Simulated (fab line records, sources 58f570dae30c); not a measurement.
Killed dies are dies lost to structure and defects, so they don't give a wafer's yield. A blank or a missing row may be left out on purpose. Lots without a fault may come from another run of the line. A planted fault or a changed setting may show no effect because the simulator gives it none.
Problem report in the 8D (eight disciplines) form, filled by code | flow berkeley_cmos170 | the parts of the form that need people (team, actions taken, sign-off) are left out

1. THE PROBLEM
spin_speed_rpm at UCB170_V2_COAT_07 reads a mean of 1411.0 rpm on 6 wafers of 2 lots; wafers without a fault read 1499.9 rpm with a standard deviation of 0.99. That is -90 standard deviations from the usual mean.
The step: resist thk 900 nm.
First seen on wafer L653.2, day 10 07:04, on litho_track-02. The record holds 42 wafers of 14 lots with a number at this step. Rule for "out", or "out of limits": more than 4 standard deviations from the usual mean. The other wafers with a number count as sound.

2. WHAT IT IS AND WHAT IT IS NOT
question                    | is                     | is not
which readings at this step | spin_speed_rpm         | -
which lots                  | L653, L654             | L646, L647, L648, L658, L659, L660, L663, L665, L666, L667, L668, L669
which wafers of those lots  | all that have a number | -
read on which tools         | litho_track-02         | litho_track-01, litho_track-03
when                        | from day 10 07:04      | up to then (9 sound wafers); but 27 sound wafers of L658, L659, L660, L663, L665, L666, L667, L668, L669 came after

3. SUSPECTS, AND WHAT RULES EACH OUT
Counting: a tool at a process step up to the reading stays a suspect if it ran every lot that is out and no sound lot after the first of them.
- litho_track-02 at UCB170_V2_COAT_07 (resist thk 900 nm): ruled out as a lasting fault. Sound lots L665 ran on it after its first lot that is out, L653 (day 10 07:04).
Left after counting: nothing in the record.

4. THE CAUSE (what the simulator had put in)
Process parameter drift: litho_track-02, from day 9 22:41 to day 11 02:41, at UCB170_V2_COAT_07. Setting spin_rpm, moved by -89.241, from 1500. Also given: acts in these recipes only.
Counting ruled it out, wrongly.

5. THE CHAIN OF EFFECTS, in route order
Each row: a reading whose mean over the struck wafers that have a number lies more than 3 standard deviations from the usual. Only readings for which the record gives a usual standard deviation are gone through. hours: the time from each lot's start at the first step in this table that gives one to its start at this step, as a median over the lots. sigmas: the change in usual standard deviations.
hours | step               | reading                  | usual      | on struck wafers | change | sigmas
0     | UCB170_V2_COAT_07  | spin_speed_rpm           | 1499.9 rpm | 1411.0           | -88.9  | -90
2     | UCB170_V2_STRIP_15 | strip_time_to_endpoint_s | 15.29 s    | 15.90            | +0.61  | +6.4
The process steps in it:
- UCB170_V2_COAT_07: resist thk 900 nm.
- UCB170_V2_STRIP_15: strips in O2.

6. WHAT WOULD HAVE CAUGHT IT SOONER
In this record the first reading out of limits was taken at day 10 07:04, 8 hours after the fault began at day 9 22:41.
